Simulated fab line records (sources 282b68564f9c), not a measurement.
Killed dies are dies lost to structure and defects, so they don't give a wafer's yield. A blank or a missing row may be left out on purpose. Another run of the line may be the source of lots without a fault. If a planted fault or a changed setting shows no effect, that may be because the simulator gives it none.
A struck lot beside a sound one    flow ritCmos    26 steps out of a route of 202
Sound: the wafers L781.1, L781.2, L781.3. Struck: wafers L775.1, L775.2, L775.3. Last of all comes the cause.
Each step with rows lists, per side, the tool, then ch with its chambers, then its first start. Under that, the readings that differ: sound wafers    struck wafers    difference of the means    sigmas: that difference in standard deviations of wafers without a fault.
alike: readings with means less than 2 such deviations apart, plus words and numbers identical on both sides. not compared: withheld readings, readings lacking a value on some wafer, bounds such as >300 that could conceal the same value, and numbers that have no deviation in the record and whose values overlap.
A row with sigmas, a row that says differs or no value, or rows on one side alone: a step with any of these is where the two part. Non-overlapping numbers with no deviation appear without sigmas and do not part them. A reading that every wafer of one side lacks parts them only if that side has two wafers or more.

first, 2 steps without rows for these wafers: RIT_REOX_CLEAN_02 (cleans in SC2, time 600 s); RIT_REOX_OXIDATION_03 (target thk 25.2 nm, ox time 5580 s).
RIT_REOX_THK_MEAS_04:
  sound: filmMetro-02 at day 7 17:41; struck: filmMetro-01 at day 6 06:01
  alike: REOX_OXIDE_THK
then, 6 steps without rows for these wafers: RIT_NLDD_HMDS_00 (prime time 60 s); RIT_NLDD_COAT_01 (resist thk 1000 nm); RIT_NLDD_SOFTBAKE_02 (time 60 s); RIT_NLDD_EXPOSE_03 (exposes mask M7, target cd 40700 nm); RIT_NLDD_PEB_04; RIT_NLDD_DEVELOP_05 (develop time 50 s).
RIT_NLDD_OVL_MEAS_06:
  sound: overlay-02 at day 7 18:50; struck: overlay-02 at day 6 06:55
  alike: NLDD_OVL
then, 2 steps without rows for these wafers: RIT_NLDD_HARDBAKE_07 (time 60 s); RIT_NLDD_IMPLANT_08.
RIT_NLDD_STRIP_09: strips in O2, time 180 s.
  sound on plasmaAsher-03 ch 0,1, day 7 19:10; struck on plasmaAsher-01 ch 0,1, day 6 07:16
  no value came back on the struck wafers for chamberPressureMTorr (mTorr), drypumpMotorCurrentA (A); on the sound wafers chamberPressureMTorr (mTorr) reads 4001 4009 3996
reading                                   sound  struck             difference  sigmas
model.NOVOLAK_of_NLDD_COAT_01.thkNm (nm)  0 0 0  884.1 885.6 884.7  +884.8      
  not compared: rfHoursCounterH
RIT_NLDD_TW_MEAS_10:
  sound: filmMetro-02 at day 7 19:21; struck: filmMetro-04 at day 6 07:26
  alike: NLDD_TW
then, 6 steps without rows for these wafers: RIT_PLDD_HMDS_00 (prime time 60 s); RIT_PLDD_COAT_01 (resist thk 1000 nm); RIT_PLDD_SOFTBAKE_02 (time 60 s); RIT_PLDD_EXPOSE_03 (exposes mask M8, target cd 40900 nm); RIT_PLDD_PEB_04; RIT_PLDD_DEVELOP_05 (develop time 50 s).
RIT_PLDD_OVL_MEAS_06:
  sound: overlay-01 at day 7 20:32; struck: overlay-02 at day 6 08:28
reading        sound        struck          difference  sigmas
PLDD_OVL (nm)  1.8 2.8 3.4  -0.9 -0.5 -1.7  -3.7        -2
then, 2 steps without rows for these wafers: RIT_PLDD_HARDBAKE_07 (time 60 s); RIT_PLDD_IMPLANT_08.
RIT_PLDD_STRIP_09: strips in O2, time 180 s.
  sound on plasmaAsher-01 ch 0,1, day 7 20:53; struck on plasmaAsher-02 ch 0,1, day 6 08:48
  alike: chamberPressureMTorr, drypumpMotorCurrentA
  not compared: rfHoursCounterH
RIT_PLDD_TW_MEAS_10:
  sound: filmMetro-01 at day 7 21:04; struck: filmMetro-02 at day 6 08:59
reading  sound           struck    difference  sigmas
PLDD_TW  2350 2349 2363  30 30 30  -2324       -99 or more
then, 1 step without rows for these wafers: RIT_SPACER_CLEAN_00 (cleans in SC1, time 600 s).

## WHERE THEY PART
Earliest at RIT_NLDD_STRIP_09; latest, in this record, at RIT_PLDD_TW_MEAS_10.

WHY: what the simulator had put in
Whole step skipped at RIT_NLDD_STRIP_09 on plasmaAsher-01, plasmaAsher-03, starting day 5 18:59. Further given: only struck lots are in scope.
